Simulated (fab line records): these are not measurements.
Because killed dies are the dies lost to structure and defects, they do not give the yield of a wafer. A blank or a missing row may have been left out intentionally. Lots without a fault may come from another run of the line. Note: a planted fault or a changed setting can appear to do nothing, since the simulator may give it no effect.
A single fault, viewed from 2 desks / flow berkeley-cmos170 / each desk holds nothing but its own numbers, with what lay behind them at the end

== THE METROLOGY DESK ==
Means of the sampled wafers that have a number, per lot and without regard to the tool the lot ran on: this is what the gauges read. If a lot's mean is further than 4 standard deviations from the usual mean, the lot is out of limits and carries the mark OUT (the distance appears in the brackets).
Columns: A = V2_POLISHED_THK at UCB170_V2_THK_MEAS_04, usual 999.4 nm
lot=L903; first seen here=day 7 13:01; A=1000.5
lot=L905; first seen here=day 8 05:35; A=998.8
lot=L904; first seen here=day 8 05:58; A=999.5
lot=L906; first seen here=day 8 14:11; A=1000.3
lot=L909; first seen here=day 9 02:05; A=999.3
lot=L910; first seen here=day 9 02:38; A=1000.3
lot=L911; first seen here=day 9 08:19; A=999.2
lot=L913; first seen here=day 10 03:38; A=1000.0
lot=L914; first seen here=day 10 03:57; A=999.6
lot=L920; first seen here=day 11 10:59; A=999.1
lot=L919; first seen here=day 11 11:05; A=1002.4
lot=L921; first seen here=day 11 11:32; A=1000.0
lot=L923; first seen here=day 11 23:33; A=1000.0
This desk found nothing out of limits on any of the 13 lots.

== AT THE TOOL OWNER'S DESK: rie-diel-04 ==
The tool's own readings at UCB170_CONTACT_ETCH_17 (etches BARC in N2/H2): means of the sampled wafers that have a number, for each lot that ran on this tool. If a lot's mean is further than 4 standard deviations from the usual mean, the lot is out of limits and carries the mark OUT (the distance appears in the brackets).
Columns: A = drypump-motor-current-A at UCB170_CONTACT_ETCH_17, usual 5.8 A; B = oes-product-au at UCB170_CONTACT_ETCH_17, usual 0.997 a.u.; C = throttle-valve-pct at UCB170_CONTACT_ETCH_17, usual 13.31 %
lot=L905; first seen here=day 7 16:00; A=5.9; B=0.997; C=13.28
lot=L906; first seen here=day 8 00:16; A=5.5; B=0.997; C=13.28
lot=L909; first seen here=day 8 15:44; A=6.0; B=1.001; C=13.16
lot=L911; first seen here=day 8 16:16; A=6.2; B=0.991; C=13.05
lot=L914; first seen here=day 9 13:24; A=5.8; B=1.003; C=13.18
This desk found nothing out of limits on any of the 5 lots.

== ALL TOGETHER ==
From the metrology desk's view, nothing was out of limits.
Nothing out of limits was seen by the tool owner's desk.

== WHAT HAD BEEN PUT IN BY THE SIMULATOR ==
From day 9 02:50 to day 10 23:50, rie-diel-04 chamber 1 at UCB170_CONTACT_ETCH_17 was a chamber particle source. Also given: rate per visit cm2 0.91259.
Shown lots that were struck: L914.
